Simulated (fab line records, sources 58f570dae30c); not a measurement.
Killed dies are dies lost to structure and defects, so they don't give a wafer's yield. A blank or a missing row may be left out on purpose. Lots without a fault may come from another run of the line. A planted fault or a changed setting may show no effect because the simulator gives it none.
Which tool did it? | flow berkeley_cmos170 | 13 lots, 39 wafers sampled, at 3 steps of a route of 331

WHAT THE GAUGES READ, wafer by wafer
UCB170_START_BOW_MEAS_00.
lot  | measured    | on            | INCOMING_BOW (um)
L528 | day 1 10:02 | film_metro-01 | -9 15 0
L529 | day 1 15:01 | film_metro-01 | -6 -7 3
L530 | day 1 20:00 | film_metro-01 | -6 2 5
L531 | day 2 01:00 | film_metro-01 | -4 10 -9
L532 | day 2 06:01 | film_metro-02 | -1 -8 0
L533 | day 2 11:00 | film_metro-01 | 7 15 -3
L534 | day 2 16:02 | film_metro-03 | -2 2 -2
L535 | day 2 21:01 | film_metro-03 | 8 -5 -1
L539 | day 3 17:00 | film_metro-02 | -7 -2 2
L544 | day 4 18:01 | film_metro-01 | -4 -1 0
L545 | day 4 23:00 | film_metro-02 | 2 -7 10
L546 | day 5 04:01 | film_metro-03 | -3 2 -10
L547 | day 5 09:00 | film_metro-03 | 2 6 5

UCB170_M3_OVL_MEAS_16.
lot  | measured     | on         | M3_OVL (nm)
L528 | day 7 18:37  | overlay-01 | 2 -6 -2
L529 | day 9 02:44  | overlay-02 | -3 -1 -1
L530 | day 8 08:28  | overlay-01 | -4 4 -6
L531 | day 8 07:34  | overlay-01 | -1 5 -1
L532 | day 8 12:16  | overlay-01 | 12 6 2
L533 | day 8 16:14  | overlay-02 | 11 6 4
L534 | day 8 17:05  | overlay-01 | 4 11 7
L535 | day 8 17:49  | overlay-01 | 11 9 5
L539 | day 9 19:07  | overlay-02 | -4 3 2
L544 | day 10 18:54 | overlay-01 | 3 2 1
L545 | day 11 13:41 | overlay-02 | 11 3 4
L546 | day 11 14:44 | overlay-01 | 4 3 4
L547 | day 11 12:45 | overlay-01 | 3 -5 0

WHICH TOOL RAN EACH LOT (tool, then ch and the chambers of the sampled wafers, then the start)
lot  | UCB170_PWELL_CLEAN_18
L528 | wet_bench-03 ch 2, day 3 01:20
L529 | wet_bench-04 ch 3, day 3 06:20
L530 | wet_bench-03 ch 3, day 3 16:37
L531 | wet_bench-01 ch 0, day 3 19:38
L532 | wet_bench-04 ch 2, day 4 01:17
L533 | wet_bench-03 ch 1, day 4 12:38
L534 | wet_bench-03 ch 2, day 4 16:56
L535 | wet_bench-03 ch 2, day 4 17:09
L539 | wet_bench-04 ch 0, day 5 11:04
L544 | wet_bench-03 ch 1, day 6 04:37
L545 | wet_bench-04 ch 2, day 6 18:43
L546 | wet_bench-01 ch 2, day 6 21:23
L547 | wet_bench-01 ch 3, day 6 23:22
- UCB170_PWELL_CLEAN_18: cleans in SPM, time 600 s.

WHAT THE TOOLS THEMSELVES READ (means of the sampled wafers that have a number; where no wafer has one, the mark that the record gives instead)
The record holds no such reading with a usual standard deviation.

THE ANSWER, worked out from the rows above alone
Rule: what is usual is taken from the lots themselves. Put in order of their means at a reading, lots are off if they are a third of the lots or fewer, leave a main group of 4 or more, and stand apart from it by a gap of 3 or more times the standard deviation of the main group's means; of several such gaps the widest counts. A main group whose means are all the same, to the digits that the tables above print for the reading, isn't used. A lot without any number at a reading at which 4 lots or more have one is off too. The other lots that the step has rows for count as sound. The gauges are gone through in route order, then the tools' own readings, and for those a lot's mean is taken as printed above. The first step at which some lot is off is used, and at that step the reading that is off furthest; a lot without a number counts as furthest.
No lot is off at any reading shown: from this, nothing can be told.

WHAT THE SIMULATOR HAD PUT IN
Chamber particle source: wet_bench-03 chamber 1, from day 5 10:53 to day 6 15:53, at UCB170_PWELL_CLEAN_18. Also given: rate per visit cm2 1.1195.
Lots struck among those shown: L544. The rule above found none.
